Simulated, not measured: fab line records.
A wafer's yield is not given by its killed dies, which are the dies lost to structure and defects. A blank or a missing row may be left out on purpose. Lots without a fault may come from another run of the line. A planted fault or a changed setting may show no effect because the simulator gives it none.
fab line records    flow rit_cmos
record: lots: 6  wafers: 18  last_day: 7
route steps=202 shown SPACER@127 NSD@131 PSD@142 SDANNEAL@153 PLDD@159 NLDD@160 SILICIDE@161 CONTACT@168 M1@202
lots that met no fault: taken from a fault-free run of the same line
start_h: the number of hours between the record's first day and the start of the first shown wafer of the lot    wait_h: hours from the lot's prior step to this one    " identical to the entry in the row above    L1.1+2: one row covering several wafers at once    - no value, or no start given    * or withheld: withheld    < > ~ a bound
route shown NAME@n: a module of which the file shows steps, and the number in the route of the first    usual: average and standard deviation across the fault-free wafers    same: alike in all rows    chamber/n: place in a boat    sites: readings site by site    _std_site: the values' standard deviation    _edge_site: outer sites' mean less inner sites'    radius_mm: for every site, how far away it sits from the centre of the wafer    mask NAME#n: copy n    behind: tool/chamber where the wafer was last shaped    hold: cause of the lot's hold/its duration in hours/its outcome    device: names the non-switching transistor (n, p or np)    end of line: tests of these same wafers at the route's end    a step without rows: its recipe alone    killed: dies lost to structure and defects at the first sort, not the wafer's yield    map: a wafer's dies, x killed, . not, _ none there
set.NAME: the setting that was run; set.NAME@STEP: the one run at that earlier step    model.NAME: the simulator's own value behind a step, which no gauge read
lots at selected steps of the route; one table per step, one row per wafer
services: when a tool's chamber went out of use (start_h, in hours from the record's first day, below 0 if earlier), for how many hours, and the reason
== steps ==
step: RIT_SPACER_CLEAN_02
recipe: chemistry: SC2  mix: 3:3:50  time_s: 600  temp_c: 75  dry: n2_spin
step: RIT_SPACER_CVD_03
recipe: material: Si3N4  target_thk_nm: 250  temp_c: 810  precursor: SiH2Cl2/NH3  time_s: 3300  pressure_mtorr: 300  sih2cl2_flow_sccm: 60  nh3_flow_sccm: 150
step: RIT_SPACER_THK_MEAS_04
recipe: reads: Si3N4_of_SPACER_CVD_03
usual: SPACER_NITRIDE_THK: 248.7/2.4
lot.wafer  tool           chamber  start_h  wait_h  SPACER_NITRIDE_THK[nm]
L575.2     film_metro-04  -        69.99    0.0     250.2
L575.3     "              -        "        "       250.7
L575.6     "              -        "        "       250.4
L576.1     film_metro-01  -        73.17    0.0     245.4
L576.4     "              -        "        "       245.5
L576.6     "              -        "        "       247.1
L586.1     film_metro-01  -        117.55   0.0     252.5
L586.3     "              -        "        "       248.9
L586.6     "              -        "        "       250.3
L590.2     film_metro-03  -        140.98   0.0     251.8
L590.3     "              -        "        "       253.0
L590.5     "              -        "        "       250.9
L592.4     film_metro-01  -        150.14   0.0     249.3
L592.5     "              -        "        "       248.9
L592.6     "              -        "        "       249.2
L595.1     film_metro-04  -        163.67   0.0     242.2
L595.2     "              -        "        "       246.9
L595.6     "              -        "        "       246.0
step: RIT_SPACER_ETCHBACK_05
recipe: target_depth_a: 2500  SF6_flow_sccm: 30  CHF3_flow_sccm: 30  target: Si3N4  chemistry: SF6/CHF3  pressure_mtorr: 40  rf_w: 250  time_s: 240  stop_on: SiO2
step: RIT_NSD_HMDS_00
recipe: prime_time_s: 60  prime_temp_c: 140
step: RIT_NSD_COAT_01
recipe: resist: NOVOLAK  spin_rpm: 3250  resist_thk_nm: 1000
step: RIT_NSD_SOFTBAKE_02
recipe: resist: NOVOLAK  temp_c: 90  time_s: 60
step: RIT_NSD_EXPOSE_03
recipe: mask_id: M9  na: 0.57  target_cd_nm: 40700  dose_mj: 250
step: RIT_NSD_PEB_04
recipe: resist: NOVOLAK  temp_c: withheld  time_s: withheld
step: RIT_NSD_DEVELOP_05
recipe: resist: NOVOLAK  develop_time_s: 50  dev_temp_c: 23
step: RIT_NSD_OVL_MEAS_06
usual: NSD_OVL: -1.2/1.2
lot.wafer  tool        chamber  start_h  wait_h  NSD_OVL[nm]
L575.2     overlay-02  -        71.17    -       -2.5
L575.3     "           -        "        "       -1.4
L575.6     "           -        "        "       -0.7
L576.1     overlay-02  -        74.36    -       -0.1
L576.4     "           -        "        "       -1.2
L576.6     "           -        "        "       0.5
L586.1     overlay-02  -        118.73   -       -0.9
L586.3     "           -        "        "       -2.8
L586.6     "           -        "        "       -3.4
L590.2     overlay-02  -        142.16   -       -2.6
L590.3     "           -        "        "       0.4
L590.5     "           -        "        "       -2.2
L592.4     overlay-02  -        151.20   -       -2.2
L592.5     "           -        "        "       -2.4
L592.6     "           -        "        "       -1.9
L595.1     overlay-02  -        165.01   -       -1.1
L595.2     "           -        "        "       0.9
L595.6     "           -        "        "       0.0
step: RIT_NSD_HARDBAKE_07
recipe: resist: NOVOLAK  temp_c: 140  time_s: 60
step: RIT_NSD_IMPLANT_08
recipe: species: P  energy_kev: 25  dose_cm2: 1e+15  tilt_deg: 7
usual: beam_on_s: 10.02/0.2
lot.wafer  tool          chamber  start_h  wait_h  beam_on_s
L575.2     implanter-02  0        71.38    0.1     10.07
L575.3     "             0        "        "       10.39
L575.6     "             0        "        "       9.97
L576.1     implanter-03  0        74.58    0.1     10.22
L576.4     "             0        "        "       9.85
L576.6     "             0        "        "       9.95
L586.1     implanter-02  0        118.92   0.1     10.19
L586.3     "             0        "        "       9.87
L586.6     "             0        "        "       9.96
L590.2     implanter-02  0        142.37   0.1     9.85
L590.3     "             0        "        "       10.05
L590.5     "             0        "        "       9.83
L592.4     implanter-04  0        151.44   0.1     9.89
L592.5     "             0        "        "       9.71
L592.6     "             0        "        "       10.00
L595.1     implanter-03  0        165.20   0.1     10.11
L595.2     "             0        "        "       10.19
L595.6     "             0        "        "       10.04
step: RIT_NSD_STRIP_09
recipe: chemistry: O2  time_s: 180  resist: NOVOLAK  platen_temp_c: withheld  power_w: 500  pressure_mtorr: 4000  o2_flow_sccm: 4000
usual: drypump_motor_current_A: 5.7/0.47
lot.wafer  tool             chamber  start_h  wait_h  drypump_motor_current_A  rf_hours_counter_h
L575.2     plasma_asher-03  0        71.50    0.1     6.3                      42
L575.3     "                1        "        "       6.4                      -
L575.6     "                0        "        "       6.3                      -
L576.1     plasma_asher-03  0        74.73    0.1     6.4                      43
L576.4     "                1        "        "       6.4                      -
L576.6     "                1        "        "       6.4                      -
L586.1     plasma_asher-01  1        119.07   0.1     5.6                      32
L586.3     "                0        "        "       5.4                      -
L586.6     "                0        "        "       5.4                      -
L590.2     plasma_asher-04  0        142.49   0.1     5.9                      2
L590.3     "                0        "        "       6.0                      -
L590.5     "                0        "        "       5.9                      -
L592.4     plasma_asher-03  0        151.57   0.1     6.4                      -
L592.5     "                1        "        "       6.4                      -
L592.6     "                0        "        "       6.4                      -
L595.1     plasma_asher-03  1        165.35   0.1     6.3                      52
L595.2     "                0        "        "       6.4                      52
L595.6     "                1        "        "       6.3                      -
step: RIT_NSD_TW_MEAS_10
usual: NSD_TW: 3121/25
lot.wafer  tool           chamber  start_h  wait_h  NSD_TW
L575.2     film_metro-02  -        71.69    0.1     3139
L575.3     "              -        "        "       3132
L575.6     "              -        "        "       3123
L576.1     film_metro-04  -        74.91    0.1     3080
L576.4     "              -        "        "       3079
L576.6     "              -        "        "       3093
L586.1     film_metro-04  -        119.24   0.1     3081
L586.3     "              -        "        "       3073
L586.6     "              -        "        "       3086
L590.2     film_metro-02  -        142.68   0.1     3113
L590.3     "              -        "        "       3095
L590.5     "              -        "        "       3116
L592.4     film_metro-02  -        151.72   0.1     3112
L592.5     "              -        "        "       3116
L592.6     "              -        "        "       3123
L595.1     film_metro-01  -        165.53   0.1     3131
L595.2     "              -        "        "       3143
L595.6     "              -        "        "       3129
step: RIT_PSD_HMDS_00
recipe: prime_time_s: 60  prime_temp_c: 140
step: RIT_PSD_COAT_01
recipe: resist: NOVOLAK  spin_rpm: 3250  resist_thk_nm: 1000
step: RIT_PSD_SOFTBAKE_02
recipe: resist: NOVOLAK  temp_c: 90  time_s: 60
step: RIT_PSD_EXPOSE_03
recipe: mask_id: M10  na: 0.57  target_cd_nm: 40900  dose_mj: 250
step: RIT_PSD_PEB_04
recipe: resist: NOVOLAK  temp_c: withheld  time_s: withheld
step: RIT_PSD_DEVELOP_05
recipe: resist: NOVOLAK  develop_time_s: 50  dev_temp_c: 23
step: RIT_PSD_OVL_MEAS_06
usual: PSD_OVL: 0.1/1.3
lot.wafer  tool        chamber  start_h  wait_h  PSD_OVL[nm]
L575.2     overlay-01  -        72.59    -       -0.7
L575.3     "           -        "        "       -1.7
L575.6     "           -        "        "       -1.6
L576.1     overlay-02  -        75.87    -       -1.6
L576.4     "           -        "        "       -1.0
L576.6     "           -        "        "       -1.4
L586.1     overlay-02  -        120.15   -       1.6
L586.3     "           -        "        "       2.5
L586.6     "           -        "        "       0.3
L590.2     overlay-02  -        143.83   -       0.2
L590.3     "           -        "        "       1.0
L590.5     "           -        "        "       0.6
L592.4     overlay-02  -        152.74   -       -0.2
L592.5     "           -        "        "       -1.4
L592.6     "           -        "        "       -1.3
L595.1     overlay-02  -        166.44   -       1.5
L595.2     "           -        "        "       -0.3
L595.6     "           -        "        "       2.1
step: RIT_PSD_HARDBAKE_07
recipe: resist: NOVOLAK  temp_c: 140  time_s: 60
step: RIT_PSD_IMPLANT_08
recipe: species: BF2  energy_kev: 27  dose_cm2: 5e+15  tilt_deg: 7
step: RIT_PSD_STRIP_09
recipe: chemistry: O2  time_s: 180  resist: NOVOLAK  platen_temp_c: withheld  power_w: 500  pressure_mtorr: 4000  o2_flow_sccm: 4000
usual: drypump_motor_current_A: 5.5/0.3
lot.wafer  tool             chamber  start_h  wait_h  drypump_motor_current_A  rf_hours_counter_h
L575.2     plasma_asher-04  1        73.19    0.1     5.0                      44
L575.3     "                0        "        "       6.0                      -
L575.6     "                1        "        "       5.0                      -
L576.1     plasma_asher-02  1        76.26    0.1     5.3                      41
L576.4     "                0        "        "       6.1                      -
L576.6     "                1        "        "       5.3                      -
L586.1     plasma_asher-01  1        120.49   0.1     5.6                      32
L586.3     "                0        "        "       5.4                      -
L586.6     "                1        "        "       5.6                      -
L590.2     plasma_asher-04  0        144.28   0.1     5.9                      3
L590.3     "                0        "        "       5.9                      -
L590.5     "                0        "        "       5.9                      -
L592.4     plasma_asher-01  0        153.12   0.1     5.4                      -
L592.5     "                1        "        "       5.6                      -
L592.6     "                0        "        "       5.4                      -
L595.1     plasma_asher-04  0        166.77   0.1     6.0                      5
L595.2     "                1        "        "       5.0                      5
L595.6     "                0        "        "       6.0                      -
step: RIT_PSD_TW_MEAS_10
usual: PSD_TW: 3428/27
lot.wafer  tool           chamber  start_h  wait_h  PSD_TW
L575.2     film_metro-02  -        73.38    0.1     3444
L575.3     "              -        "        "       3466
L575.6     "              -        "        "       3448
L576.1     film_metro-02  -        76.44    0.1     3440
L576.4     "              -        "        "       3448
L576.6     "              -        "        "       3444
L586.1     film_metro-02  -        120.66   0.1     3404
L586.3     "              -        "        "       3412
L586.6     "              -        "        "       3401
L590.2     film_metro-04  -        144.46   0.1     3388
L590.3     "              -        "        "       3412
L590.5     "              -        "        "       3411
L592.4     film_metro-01  -        153.26   0.1     3438
L592.5     "              -        "        "       3449
L592.6     "              -        "        "       3462
L595.1     film_metro-01  -        166.95   0.1     3437
L595.2     "              -        "        "       3437
L595.6     "              -        "        "       3457
step: RIT_SDANNEAL_CLEAN_00
recipe: chemistry: SC1  mix: 3:3:50  time_s: 600  temp_c: 75
step: RIT_SDANNEAL_CLEAN_01
recipe: chemistry: dHF  dilution: 50:1  time_s: 30
step: RIT_SDANNEAL_CLEAN_02
recipe: chemistry: SC2  mix: 3:3:50  time_s: 600  temp_c: 75  dry: n2_spin
step: RIT_SDANNEAL_RTA_03
recipe: temp_c: 1050  time_s: 5  idle_temp_c: 600  ramp_up_c_per_s: 342  ramp_down_c_per_s: 171  cool_to_c: 600  ambient: N2
step: RIT_SDANNEAL_RS_MEAS_04
recipe: thk_meas_gauge: four-point-probe
usual: PSD_RS: 115.70/0.27
lot.wafer  tool           chamber  start_h  wait_h  PSD_RS[ohm/sq]
L575.2     film_metro-01  -        73.87    0.1     116.17
L575.3     "              -        "        "       116.06
L575.6     "              -        "        "       115.78
L576.1     film_metro-04  -        76.95    0.0     115.20
L576.4     "              -        "        "       115.31
L576.6     "              -        "        "       115.26
L586.1     film_metro-02  -        121.15   0.0     115.53
L586.3     "              -        "        "       115.19
L586.6     "              -        "        "       115.54
L590.2     film_metro-04  -        144.96   0.1     115.30
L590.3     "              -        "        "       115.14
L590.5     "              -        "        "       115.22
L592.4     film_metro-02  -        153.78   0.1     115.76
L592.5     "              -        "        "       116.10
L592.6     "              -        "        "       115.62
L595.1     film_metro-02  -        167.43   0.0     115.60
L595.2     "              -        "        "       115.66
L595.6     "              -        "        "       115.09
step: RIT_SDANNEAL_RS_MEAS_05
recipe: thk_meas_gauge: four-point-probe
usual: NSD_RS: 84.4/0.31
lot.wafer  tool           chamber  start_h  wait_h  NSD_RS[ohm/sq]
L575.2     film_metro-01  -        73.99    0.1     84.2
L575.3     "              -        "        "       84.7
L575.6     "              -        "        "       84.6
L576.1     film_metro-04  -        77.07    0.1     84.1
L576.4     "              -        "        "       84.4
L576.6     "              -        "        "       84.7
L586.1     film_metro-02  -        121.27   0.1     84.3
L586.3     "              -        "        "       84.4
L586.6     "              -        "        "       84.2
L590.2     film_metro-04  -        145.08   0.1     84.4
L590.3     "              -        "        "       84.5
L590.5     "              -        "        "       84.6
L592.4     film_metro-02  -        153.90   0.1     84.6
L592.5     "              -        "        "       84.9
L592.6     "              -        "        "       84.3
L595.1     film_metro-02  -        167.55   0.1     84.6
L595.2     "              -        "        "       84.6
L595.6     "              -        "        "       84.2
step: RIT_SDANNEAL_RS_MEAS_06
recipe: thk_meas_gauge: four-point-probe
usual: PLDD_RS: 178.4/0.42
lot.wafer  tool           chamber  start_h  wait_h  PLDD_RS[ohm/sq]
L575.2     film_metro-01  -        74.11    0.1     179.5
L575.3     "              -        "        "       179.1
L575.6     "              -        "        "       178.9
L576.1     film_metro-04  -        77.19    0.1     178.6
L576.4     "              -        "        "       178.3
L576.6     "              -        "        "       178.7
L586.1     film_metro-02  -        121.39   0.1     178.0
L586.3     "              -        "        "       177.7
L586.6     "              -        "        "       177.6
L590.2     film_metro-04  -        145.20   0.1     177.7
L590.3     "              -        "        "       177.6
L590.5     "              -        "        "       177.2
L592.4     film_metro-02  -        154.02   0.1     178.0
L592.5     "              -        "        "       178.2
L592.6     "              -        "        "       177.7
L595.1     film_metro-02  -        167.67   0.1     178.2
L595.2     "              -        "        "       178.7
L595.6     "              -        "        "       178.2
step: RIT_SDANNEAL_RS_MEAS_07
recipe: thk_meas_gauge: four-point-probe
usual: NLDD_RS: 151.5/0.62
lot.wafer  tool           chamber  start_h  wait_h  NLDD_RS[ohm/sq]
L575.2     film_metro-01  -        74.23    0.1     151.2
L575.3     "              -        "        "       151.1
L575.6     "              -        "        "       151.0
L576.1     film_metro-04  -        77.31    0.1     150.6
L576.4     "              -        "        "       150.3
L576.6     "              -        "        "       150.4
L586.1     film_metro-02  -        121.51   0.1     150.9
L586.3     "              -        "        "       151.5
L586.6     "              -        "        "       151.3
L590.2     film_metro-04  -        145.32   0.1     152.0
L590.3     "              -        "        "       151.7
L590.5     "              -        "        "       151.6
L592.4     film_metro-02  -        154.14   0.1     152.5
L592.5     "              -        "        "       152.4
L592.6     "              -        "        "       152.2
L595.1     film_metro-02  -        167.79   0.1     151.1
L595.2     "              -        "        "       150.6
L595.6     "              -        "        "       150.6
step: RIT_SILICIDE_WET_ETCH_00
recipe: chemistry: BOE  target: SiO2  target_depth_nm: 14  time_s: 15  dry: n2_spin  dilution: 10:1  temp_c: 21.5
step: RIT_SILICIDE_SPUTTER_01
recipe: material: Ti  target_thk_nm: 30  power_w: 350  chamber_pressure_pa: 0.667  gas: Ar  time_s: 240  substrate_temp_c: 25
usual: throttle_valve_pct: 29.8/0.95
lot.wafer  tool            chamber  start_h  wait_h  throttle_valve_pct
L575.2     pvd_sputter-01  -        74.35    0.0     29.2
L575.3     "               -        "        "       31.4
L575.6     "               -        "        "       28.6
L576.1     pvd_sputter-03  -        77.45    0.0     28.7
L576.4     "               -        "        "       29.1
L576.6     "               -        "        "       30.2
L586.1     pvd_sputter-03  -        121.64   0.0     29.8
L586.3     "               -        "        "       30.5
L586.6     "               -        "        "       28.7
L590.2     pvd_sputter-03  -        145.43   0.0     28.9
L590.3     "               -        "        "       29.0
L590.5     "               -        "        "       29.2
L592.4     pvd_sputter-03  -        154.22   0.0     29.7
L592.5     "               -        "        "       28.6
L592.6     "               -        "        "       30.0
L595.1     pvd_sputter-01  -        167.93   0.0     30.9
L595.2     "               -        "        "       28.7
L595.6     "               -        "        "       29.4
step: RIT_SILICIDE_RS_MEAS_02
recipe: thk_meas_gauge: four-point-probe  reads: Ti_of_SILICIDE_SPUTTER_01
usual: SILICIDE_TI_RS: 48.0/0.57
lot.wafer  tool           chamber  start_h  wait_h  SILICIDE_TI_RS[ohm/sq]
L575.2     film_metro-04  -        74.52    0.1     47.5
L575.3     "              -        "        "       47.2
L575.6     "              -        "        "       47.6
L576.1     film_metro-03  -        77.60    0.1     48.4
L576.4     "              -        "        "       48.2
L576.6     "              -        "        "       48.2
L586.1     film_metro-04  -        121.79   0.1     47.9
L586.3     "              -        "        "       48.1
L586.6     "              -        "        "       47.9
L590.2     film_metro-03  -        145.60   0.1     47.7
L590.3     "              -        "        "       47.9
L590.5     "              -        "        "       47.4
L592.4     film_metro-03  -        154.43   0.1     48.7
L592.5     "              -        "        "       48.4
L592.6     "              -        "        "       48.5
L595.1     film_metro-04  -        168.08   0.1     47.7
L595.2     "              -        "        "       48.3
L595.6     "              -        "        "       48.6
step: RIT_SILICIDE_THK_MEAS_03
recipe: thk_meas_gauge: xrf  reads: Ti_of_SILICIDE_SPUTTER_01
usual: SILICIDE_TI_THK: 30.20/0.28
lot.wafer  tool           chamber  start_h  wait_h  SILICIDE_TI_THK[nm]
L575.2     film_metro-04  -        74.63    0.1     30.38
L575.3     "              -        "        "       30.55
L575.6     "              -        "        "       30.60
L576.1     film_metro-03  -        77.72    0.1     29.95
L576.4     "              -        "        "       30.12
L576.6     "              -        "        "       30.12
L586.1     film_metro-04  -        121.91   0.1     30.23
L586.3     "              -        "        "       29.89
L586.6     "              -        "        "       30.24
L590.2     film_metro-03  -        145.71   0.1     30.31
L590.3     "              -        "        "       30.29
L590.5     "              -        "        "       30.46
L592.4     film_metro-03  -        154.52   0.1     29.92
L592.5     "              -        "        "       30.01
L592.6     "              -        "        "       29.92
L595.1     film_metro-04  -        168.20   0.1     30.27
L595.2     "              -        "        "       29.98
L595.6     "              -        "        "       29.87
step: RIT_SILICIDE_RTA_04
recipe: temp_c: 650  time_s: 10  idle_temp_c: 25  ramp_up_s: 5  ramp_down_s: 5  cool_to_c: 25  ambient: N2
usual: wafer_temp_C_max: 653.4/0.85
lot.wafer  tool           chamber  start_h  wait_h  wafer_temp_C_max
L575.2     rtp_anneal-02  0        74.69    0.1     652.8
L575.3     "              0        "        "       652.5
L575.6     "              0        "        "       652.4
L576.1     rtp_anneal-02  0        77.78    0.1     653.4
L576.4     "              0        "        "       653.2
L576.6     "              0        "        "       653.0
L586.1     rtp_anneal-01  0        121.97   0.1     653.7
L586.3     "              0        "        "       654.3
L586.6     "              0        "        "       654.4
L590.2     rtp_anneal-01  0        145.77   0.1     652.4
L590.3     "              0        "        "       653.3
L590.5     "              0        "        "       655.1
L592.4     rtp_anneal-01  0        154.58   0.1     653.5
L592.5     "              0        "        "       654.1
L592.6     "              0        "        "       654.1
L595.1     rtp_anneal-02  0        168.26   0.1     653.8
L595.2     "              0        "        "       652.6
L595.6     "              0        "        "       653.1
step: RIT_SILICIDE_WET_ETCH_05
recipe: chemistry: SPM  target: Ti  temp_c: 90  time_s: 120  dry: n2_spin
step: RIT_SILICIDE_RTA_06
recipe: temp_c: 750  time_s: 10  idle_temp_c: 25  ramp_up_s: 5  ramp_down_s: 10  cool_to_c: 25  ambient: N2
usual: wafer_temp_C_max: 754.1/1
lot.wafer  tool           chamber  start_h  wait_h  wafer_temp_C_max
L575.2     rtp_anneal-01  0        74.80    0.0     753.5
L575.3     "              0        "        "       755.4
L575.6     "              0        "        "       754.5
L576.1     rtp_anneal-01  0        77.89    0.0     755.0
L576.4     "              0        "        "       753.4
L576.6     "              0        "        "       753.9
L586.1     rtp_anneal-02  0        122.08   0.0     752.5
L586.3     "              0        "        "       752.5
L586.6     "              0        "        "       752.7
L590.2     rtp_anneal-02  0        145.88   0.0     753.3
L590.3     "              0        "        "       753.0
L590.5     "              0        "        "       753.1
L592.4     rtp_anneal-02  0        154.70   0.0     753.6
L592.5     "              0        "        "       753.6
L592.6     "              0        "        "       753.7
L595.1     rtp_anneal-01  0        168.37   0.0     755.3
L595.2     "              0        "        "       755.4
L595.6     "              0        "        "       755.4
step: RIT_CONTACT_CVD_00
recipe: material: SiO2  target_thk_nm: 400  precursor: TEOS  temp_c: 390  time_s: 61  rf_w: 400
step: RIT_M1_PROBE_99
usual: killed_at_contacts: 0.1/0.27  killed_at_front_end: 6.5/2.8  killed_dies: 6.6/2.8  killed_open: 3.5/2  killed_short: 3.2/1.8
same: gross_dies: 264  killed_at_M0_to_M3: 0  killed_at_M4_up: 0  killed_at_back_side: 0  killed_at_other: 0
lot.wafer  tool       chamber  start_h  wait_h  killed_at_contacts  killed_at_front_end  killed_dies  killed_open  killed_short  model.etest.nmos_0p15.drive_ua_um_rim_less_centre  model.etest.antenna_poly.gate_log10_a_cm2  model.etest.nmos_0p15.gate_log10_a_cm2  model.etest.gate_to_diffusion_comb.leak_log10_a_um  model.etest.nmos_0p15.gate_bv_v  model.etest.nmos_0p3.bv_v  model.etest.nmos_0p15.bv_v  model.etest.nmos_0p15.tox_inv_nm_rim_less_centre
L575.2     prober-01  -        81.70    0.1     0                   9                    9            2            6             1.755                                              -6.266                                     -5.554                                  -12.37                                              4.82                             5.517                      5.517                       -0.02324
L575.3     prober-01  -        81.75    0.2     0                   10                   10           4            6             1.28                                               -6.505                                     -5.489                                  -12.28                                              4.822                            5.541                      5.541                       0.00351
L575.6     prober-01  -        81.90    0.2     0                   7                    7            3            4             -2.55                                              -6.271                                     -5.596                                  -12.41                                              4.85                             5.541                      5.541                       -0.02259
L576.1     prober-02  -        84.71    0.1     0                   11                   11           3            8             -6.133                                             -6.994                                     -5.796                                  -12.54                                              4.857                            5.527                      5.527                       -0.0465
L576.4     prober-02  -        84.86    0.2     0                   8                    8            2            6             -1.214                                             -6.797                                     -5.669                                  -12.41                                              4.818                            5.503                      5.503                       0.007898
L576.6     prober-02  -        84.96    0.2     0                   8                    8            2            6             -3.859                                             -6.168                                     -5.437                                  -12.31                                              4.794                            5.48                       5.48                        0.003869
L586.1     prober-01  -        128.38   0.1     0                   4                    4            0            4             13.9                                               -4.643                                     -4.361                                  -11.39                                              3.964                            4.986                      4.986                       -0.1881
L586.3     prober-01  -        128.48   0.2     0                   5                    5            3            2             -0.4429                                            -4.614                                     -4.477                                  -11.46                                              3.981                            5.003                      5.003                       -0.1257
L586.6     prober-01  -        128.63   0.2     0                   5                    5            4            1             9.964                                              -4.651                                     -4.348                                  -11.32                                              3.983                            5.005                      5.005                       -0.04372
L590.2     prober-02  -        152.38   0.1     0                   5                    5            2            3             11.91                                              -4.041                                     -4.212                                  -11.25                                              3.962                            4.978                      4.978                       -0.1498
L590.3     prober-02  -        152.43   0.2     0                   4                    4            3            1             10.6                                               -4.416                                     -4.259                                  -11.06                                              3.972                            4.979                      4.979                       -0.1123
L590.5     prober-02  -        152.53   0.2     0                   11                   11           5            6             8.902                                              -4.02                                      -4.091                                  -11.02                                              3.903                            4.919                      4.919                       -0.135
L592.4     prober-02  -        161.61   0.2     0                   6                    6            5            1             -7.687                                             -6.758                                     -5.854                                  -12.54                                              4.925                            5.559                      5.559                       -0.03196
L592.5     prober-02  -        161.66   0.2     0                   4                    4            2            2             -2.496                                             -6.486                                     -5.472                                  -12.33                                              4.849                            5.534                      5.534                       0.02502
L592.6     prober-02  -        161.71   0.2     1                   6                    7            2            5             -6.825                                             -6.758                                     -5.863                                  -12.46                                              4.917                            5.559                      5.559                       -0.01782
L595.1     prober-01  -        174.73   0.1     0                   6                    6            4            2             1.65                                               -6.288                                     -5.507                                  -12.25                                              4.79                             5.52                       5.52                        -0.01702
L595.2     prober-01  -        174.78   0.1     0                   10                   10           4            6             4.795                                              -6.566                                     -5.651                                  -12.45                                              4.859                            5.5                        5.5                         -0.05167
L595.6     prober-01  -        174.98   0.2     0                   6                    6            2            4             6.64                                               -6.276                                     -5.558                                  -12.39                                              4.795                            5.484                      5.484                       -0.01607
killed by level:class
L575.2 GATE:geometric_particle:short=3 SPACER:geometric_particle:short=3 GATE:geometric_particle:open=2 NLDD:coat_microbubble_printed=1
L575.3 GATE:geometric_particle:short=4 FOX2:geometric_particle:short=2 GATE:geometric_particle:open=2 SPACER:geometric_particle:open=2
L575.6 FOX1:geometric_particle:short=2 ACTIVE:geometric_particle:short=1 FOX2:geometric_particle:short=1 GATE:geometric_particle:open=1 SPACER:geometric_particle:open=1 SILICIDE:geometric_particle:open=1
L576.1 SPACER:geometric_particle:short=3 GATE:geometric_particle:short=2 REOX:geometric_particle:open=2 FOX1:geometric_particle:short=1 FOX2:geometric_particle:short=1 REOX:geometric_particle:short=1 SPACER:geometric_particle:open=1
L576.4 SPACER:geometric_particle:short=3 FOX1:geometric_particle:short=1 FOX1:geometric_particle:open=1 REOX:geometric_particle:short=1 SPACER:geometric_particle:open=1 SILICIDE:geometric_particle:short=1
L576.6 FOX1:geometric_particle:short=2 SILICIDE:geometric_particle:short=2 GATE:geometric_particle:short=1 REOX:geometric_particle:short=1 SPACER:geometric_particle:open=1 SILICIDE:geometric_particle:open=1
L586.1 FOX1:geometric_particle:short=2 GATE:geometric_particle:short=1 SPACER:geometric_particle:short=1
L586.3 GATE:geometric_particle:short=2 GATE:geometric_particle:open=2 SPACER:geometric_particle:open=1
L586.6 GATE:geometric_particle:open=3 FOX1:geometric_particle:short=1 SPACER:geometric_particle:open=1
L590.2 GATE:geometric_particle:short=2 REOX:geometric_particle:open=2 REOX:geometric_particle:short=1
L590.3 GATE:geometric_particle:open=2 FOX1:geometric_particle:short=1 SPACER:geometric_particle:open=1
L590.5 REOX:geometric_particle:short=3 GATE:geometric_particle:open=2 SILICIDE:geometric_particle:short=2 ACTIVE:geometric_particle:open=1 FOX1:geometric_particle:open=1 FOX2:geometric_particle:open=1 GATE:geometric_particle:short=1
L592.4 GATE:geometric_particle:open=3 GATE:geometric_particle:short=1 REOX:geometric_particle:open=1 SILICIDE:geometric_particle:open=1
L592.5 GATE:geometric_particle:short=2 GATE:geometric_particle:open=1 SILICIDE:geometric_particle:open=1
L592.6 GATE:geometric_particle:short=4 GATE:geometric_particle:open=1 REOX:geometric_particle:short=1 CONTACT:geometric_particle:open=1
L595.1 FOX1:geometric_particle:open=1 FOX2:geometric_particle:open=1 GATE:geometric_particle:short=1 GATE:geometric_particle:open=1 REOX:geometric_particle:open=1 SPACER:geometric_particle:short=1
L595.2 GATE:geometric_particle:open=3 FOX1:geometric_particle:short=2 GATE:geometric_particle:short=2 FOX2:geometric_particle:short=1 REOX:geometric_particle:short=1 SPACER:geometric_particle:open=1
L595.6 GATE:geometric_particle:short=3 FOX2:geometric_particle:open=2 SILICIDE:geometric_particle:short=1
== services ==
tool             chamber  start_h  hours  kind
pvd_sputter-01   -        93.47    4.7    repair
implanter-02     -        102.54   3.8    pm
plasma_asher-02  -        105.30   1.3    repair
plasma_asher-04  -        108.75   9.0    pm
plasma_asher-04  0        108.75   9.0    vent_cycle
plasma_asher-04  1        108.75   9.0    vent_cycle
plasma_asher-04  0        117.75   -      clean
plasma_asher-04  1        117.75   -      clean
implanter-02     -        126.55   2.6    repair
implanter-03     -        144.08   4.3    pm
plasma_asher-03  -        144.51   2.1    repair
pvd_sputter-01   -        147.13   0.9    repair
== key ==
first_sign none at tools or gauges
model_effect: step: RIT_M1_PROBE_99  value: etest.nmos_0p15.drive_ua_um_rim_less_centre  without: -1.259  struck: 9.139
met_at RIT_NSD_IMPLANT_08
struck_wafers L586.1,L586.3,L586.6,L590.2,L590.3,L590.5
tester_left_out L586,L590
onset_between 71.38 118.92
fault: kind: process_parameter_drift  tool: implanter-02  chamber: -  onset_h: 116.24  steps: RIT_NSD_IMPLANT_08  channel: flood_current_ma  offset: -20  shape: step  end_h: 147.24
tester_left_out: of these lots the tester's yield and bins aren't shown, on N5 and GAA mostly nor the transistor test; their killed dies are dies lost to structure and defects alone, not to doping, threshold or leakage, so they don't give the yield
